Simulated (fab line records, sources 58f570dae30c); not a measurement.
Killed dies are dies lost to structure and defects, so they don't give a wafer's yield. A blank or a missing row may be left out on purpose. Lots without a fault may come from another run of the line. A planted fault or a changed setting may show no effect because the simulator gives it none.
Split-lot experiment | flow berkeley_cmos170 | 5 lots, 27 wafers read, on a route of 331 steps

THE SPLIT
At UCB170_V1_CVD_00 (deposits SiO2 from TEOS/O2, target thk 2000 nm, time 250 s), the setting time_s was moved away from the recipe's 250 s on 9 of the 27 wafers read, by -56.2% to -16.8%. The other wafers ran this setting at the recipe's value.

The file shows no step between the split and the reading.

THE READING
V1_TEOS_THK, in nm, at UCB170_V1_THK_MEAS_01. Fault-free wafers of this fab line usually give 2013 nm, standard deviation 23 nm.

wafer  | tool, chamber at the split | time_s as run, s | against the recipe | V1_TEOS_THK, nm | against lot-mates on the recipe
L076.1 | pecvd-02, 2                | 250              | recipe             | 1984            | -
L076.2 | pecvd-02, 1                | 250              | recipe             | 1987            | -
L076.3 | pecvd-02, 0                | 250              | recipe             | 2003            | -
L076.4 | pecvd-02, 0                | 250              | recipe             | 2030            | -
L076.5 | pecvd-02, 1                | 250              | recipe             | 2037            | -
L076.6 | pecvd-02, 2                | 250              | recipe             | 2030            | -
L078.1 | pecvd-02, 0                | 208              | -16.8%             | 1665            | -334
L078.2 | pecvd-02, 1                | 250              | recipe             | 1967            | -
L078.3 | pecvd-02, 2                | 208              | -16.8%             | 1620            | -379
L078.4 | pecvd-02, 0                | 250              | recipe             | 2013            | -
L078.5 | pecvd-02, 1                | 208              | -16.8%             | 1676            | -323
L078.6 | pecvd-02, 2                | 250              | recipe             | 2018            | -
L081.2 | pecvd-02, 0                | 250              | recipe             | 2020            | -
L081.5 | pecvd-02, 0                | 250              | recipe             | 2019            | -
L081.6 | pecvd-02, 2                | 250              | recipe             | 2037            | -
L082.1 | pecvd-03, 2                | 250              | recipe             | 1974            | -
L082.2 | pecvd-03, 0                | 109.5            | -56.2%             | 881             | -1112
L082.3 | pecvd-03, 1                | 250              | recipe             | 1981            | -
L082.4 | pecvd-03, 0                | 109.5            | -56.2%             | 908             | -1085
L082.5 | pecvd-03, 1                | 250              | recipe             | 2023            | -
L082.6 | pecvd-03, 2                | 109.5            | -56.2%             | 883             | -1110
L084.1 | pecvd-01, 0                | 250              | recipe             | 2005            | -
L084.2 | pecvd-01, 1                | 147.4            | -41.0%             | 1218            | -811
L084.3 | pecvd-01, 2                | 250              | recipe             | 2030            | -
L084.4 | pecvd-01, 1                | 147.4            | -41.0%             | 1206            | -823
L084.5 | pecvd-01, 2                | 147.4            | -41.0%             | 1217            | -812
L084.6 | pecvd-01, 0                | 250              | recipe             | 2053            | -

THE FIT
A straight line over all 27 wafers: V1_TEOS_THK changes by +19.8 nm for each +1% of time_s; r = +1.00; the points scatter about the line by 25 nm.
The same after taking each lot's own level away (the mean of its wafers on the recipe; 27 wafers): +19.7 nm for each +1%; r = +1.00; scatter 20 nm.
On that fit, the largest move of time_s shifts the reading by 1.1e+03 nm.
The lots' own levels span 1992.7 to 2029.3 nm, that is 1.6 times the standard deviation above.
So the lot-to-lot level changes the slope little: the two slopes agree.
Check: with one of the wafers moved furthest among these (-56.2%) left out of the fit, the line predicts -1.11e+03 nm for it against its lot-mates. It came out at -1.11e+03 nm against them.

OTHER SPLITS ON THESE WAFERS
These wafers also went through other splits before the reading. Each is held against what the fit with the lots' levels taken away leaves over:
other split on the same wafers          | wafers away from the commonest value | r with V1_TEOS_THK (lot level and that fit taken away)
UCB170_ZERO_ETCH_06 target_depth_a      | 9                                    | -0.13
UCB170_ACTIVE_DEVELOP_12 develop_time_s | 9                                    | +0.16
UCB170_FIELD_OXIDATION_01 ox_time_s     | 21                                   | -0.18
UCB170_NSD_DEVELOP_05 develop_time_s    | 12                                   | +0.03
UCB170_CONTACT_CVD_01 time_s            | 18                                   | +0.00

THE WHOLE CHAIN: every reading that the file lists as answering this split, in the file's order
step                  | what it does                                               | reading                                                                   | change (the file's fit)              | r (the file's)
UCB170_V1_CVD_00      | deposits SiO2 from TEOS/O2, target thk 2000 nm, time 250 s | SiO2_of_V1_CVD_00.thk_nm (the simulator's own value, which no gauge read) | +19.8 nm for each +1% of the setting | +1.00
UCB170_V1_THK_MEAS_01 |                                                            | V1_TEOS_THK                                                               | +19.7 for each +1% of the setting    | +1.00

THE FILE'S OWN FIT
V1_TEOS_THK changes by +19.7 nm for each +1% of time_s, r = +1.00.
